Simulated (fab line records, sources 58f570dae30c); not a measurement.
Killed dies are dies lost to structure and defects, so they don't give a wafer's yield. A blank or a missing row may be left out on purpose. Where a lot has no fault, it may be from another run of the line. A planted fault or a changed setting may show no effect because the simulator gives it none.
What tool caused it? + flow berkeleyCmos170 + Sampling: 14 lots, 42 wafers, 3 of 331 route steps

WHAT THE GAUGES SHOWED, per wafer
UCB170_V1_THK_MEAS_01.
| lot  | measured     | on           | V1_TEOS_THK (nm) |
|------|--------------|--------------|------------------|
| L387 | day 8 05:50  | filmMetro-03 | 1973 2015 2022   |
| L389 | day 8 14:46  | filmMetro-02 | 1958 1981 1985   |
| L391 | day 9 06:00  | filmMetro-03 | 2038 2000 2027   |
| L392 | day 9 07:20  | filmMetro-02 | 1994 1978 2019   |
| L394 | day 9 12:59  | filmMetro-02 | 2004 1992 2012   |
| L395 | day 10 06:44 | filmMetro-04 | 2012 2017 2034   |
| L397 | day 10 17:36 | filmMetro-03 | 1936 1957 2004   |
| L401 | day 11 03:50 | filmMetro-03 | 1990 2045 2047   |
| L399 | day 11 05:11 | filmMetro-03 | 1980 1988 2015   |
| L406 | day 12 02:17 | filmMetro-03 | 2012 2061 2082   |
| L405 | day 12 03:43 | filmMetro-03 | 1813 1795 1798   |
| L407 | day 12 13:43 | filmMetro-02 | 1754 1799 1816   |
| L408 | day 12 15:03 | filmMetro-03 | 1974 1985 2025   |
| L410 | day 13 08:29 | filmMetro-02 | 2009 1972 2003   |

UCB170_V1_THK_MEAS_04.
| lot  | measured     | on           | V1_POLISHED_THK (nm) |
|------|--------------|--------------|----------------------|
| L387 | day 8 06:19  | filmMetro-02 | 998.7 1000.5 1000.2  |
| L389 | day 8 15:14  | filmMetro-03 | 1000.1 1001.3 1001.2 |
| L391 | day 9 06:29  | filmMetro-04 | 998.4 999.5 1000.2   |
| L392 | day 9 07:50  | filmMetro-04 | 1001.9 1001.4 1000.2 |
| L394 | day 9 13:28  | filmMetro-04 | 1002.7 1002.2 1000.2 |
| L395 | day 10 07:13 | filmMetro-03 | 1002.0 1002.6 1001.7 |
| L397 | day 10 18:06 | filmMetro-04 | 1001.2 1001.2 999.6  |
| L401 | day 11 04:19 | filmMetro-04 | 1002.0 1000.5 1001.1 |
| L399 | day 11 05:40 | filmMetro-03 | 1002.3 1001.4 1001.0 |
| L406 | day 12 02:46 | filmMetro-03 | 1001.8 1000.9 1000.6 |
| L405 | day 12 04:12 | filmMetro-03 | 799.1 799.3 801.0    |
| L407 | day 12 14:12 | filmMetro-03 | 799.7 796.0 797.7    |
| L408 | day 12 15:35 | filmMetro-03 | 999.9 1000.4 1001.4  |
| L410 | day 13 08:58 | filmMetro-02 | 1000.1 1000.6 1001.9 |

TOOL THAT RAN EACH LOT (tool first, then ch and the chambers of the sampled wafers, then the start)
| lot  | UCB170_V1_CVD_00                |
|------|---------------------------------|
| L387 | pecvd-02 ch 1,2, day 8 05:40    |
| L389 | pecvd-02 ch 0,1, day 8 14:36    |
| L391 | pecvd-04 ch 0,2, day 9 05:51    |
| L392 | pecvd-02 ch 0,2, day 9 07:11    |
| L394 | pecvd-04 ch 1,2, day 9 12:50    |
| L395 | pecvd-01 ch 1,2, day 10 06:34   |
| L397 | pecvd-04 ch 0,1, day 10 17:26   |
| L401 | pecvd-01 ch 0,1,2, day 11 03:41 |
| L399 | pecvd-02 ch 0,1,2, day 11 05:01 |
| L406 | pecvd-01 ch 0,1, day 12 02:07   |
| L405 | pecvd-04 ch 1,2, day 12 03:32   |
| L407 | pecvd-04 ch 0,1,2, day 12 13:34 |
| L408 | pecvd-01 ch 1,2, day 12 14:54   |
| L410 | pecvd-01 ch 0,1,2, day 13 08:20 |
- UCB170_V1_CVD_00: deposits SiO2 from TEOS/O2, target thk 2000 nm, time 250 s.

WHAT THE TOOLS THEMSELVES READ (means of the sampled wafers that have a number; where no wafer has one, the mark that the record gives instead)
UCB170_V1_CVD_00.
| lot  | tool     | heaterPowerW (W) | rfFwdPowerW (W) | susceptorTempC (C) |
|------|----------|------------------|-----------------|--------------------|
| L387 | pecvd-02 | 293              | 548.6           | 390.16             |
| L389 | pecvd-02 | 222              | 547.5           | 390.02             |
| L391 | pecvd-04 | 204              | 548.6           | 390.03             |
| L392 | pecvd-02 | 231              | 548.7           | 389.86             |
| L394 | pecvd-04 | 306              | 548.7           | 390.00             |
| L395 | pecvd-01 | 177              | 549.0           | 389.98             |
| L397 | pecvd-04 | 334              | 548.4           | 389.97             |
| L401 | pecvd-01 | 182              | 548.5           | 389.98             |
| L399 | pecvd-02 | 250              | 549.9           | 389.84             |
| L406 | pecvd-01 | 183              | 550.3           | 390.32             |
| L405 | pecvd-04 | 202              | 548.0           | 389.86             |
| L407 | pecvd-04 | 281              | 548.1           | 390.03             |
| L408 | pecvd-01 | 196              | 548.3           | 389.76             |
| L410 | pecvd-01 | 220              | 548.9           | 390.12             |

THE ANSWER, worked out from the rows above alone
Rule: what is usual is taken from the lots themselves. The widest of any qualifying gaps counts: lots, ordered by their means at a reading, are off when they make up no more than a third of the lots, leave a main group of 4 or more, and stand apart from it by 3 or more times the standard deviation of that group's means. Not used: any main group whose means are identical at the precision the tables above print for the reading. Also off: a lot with no number at a reading for which 4 or more lots have one. The other lots that the step has rows for count as sound. Order of review: gauges by route order, followed by the tools' own readings, for which a lot's mean as printed above is used. At the first step where some lot is off, the reading lying furthest off is the one used; lots without a number count as furthest.
Off: at UCB170_V1_THK_MEAS_01 (V1_TEOS_THK), L405, L407. The main group: mean 2004 nm, standard deviation 22.
If a tool, at a process step before that reading, ran all the lots that are off and no sound lot after the first of them, it fits. Gauges at UCB170_V1_THK_MEAS_01: tried the same way as those tools. One candidate fits, namely pecvd-04 at UCB170_V1_CVD_00. Its last sound lot is L397 (day 10 17:26), its first lot that is off L405 (day 12 03:32): a fault that began between those two fits.

WHAT THE SIMULATOR HAD INSERTED
Site profile drift: pecvd-04, from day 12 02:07 on, at UCB170_V1_CVD_00. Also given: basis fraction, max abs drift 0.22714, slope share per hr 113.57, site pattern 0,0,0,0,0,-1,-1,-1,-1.
Struck lots among those shown: L405, L407. The rule above reached the same finding.
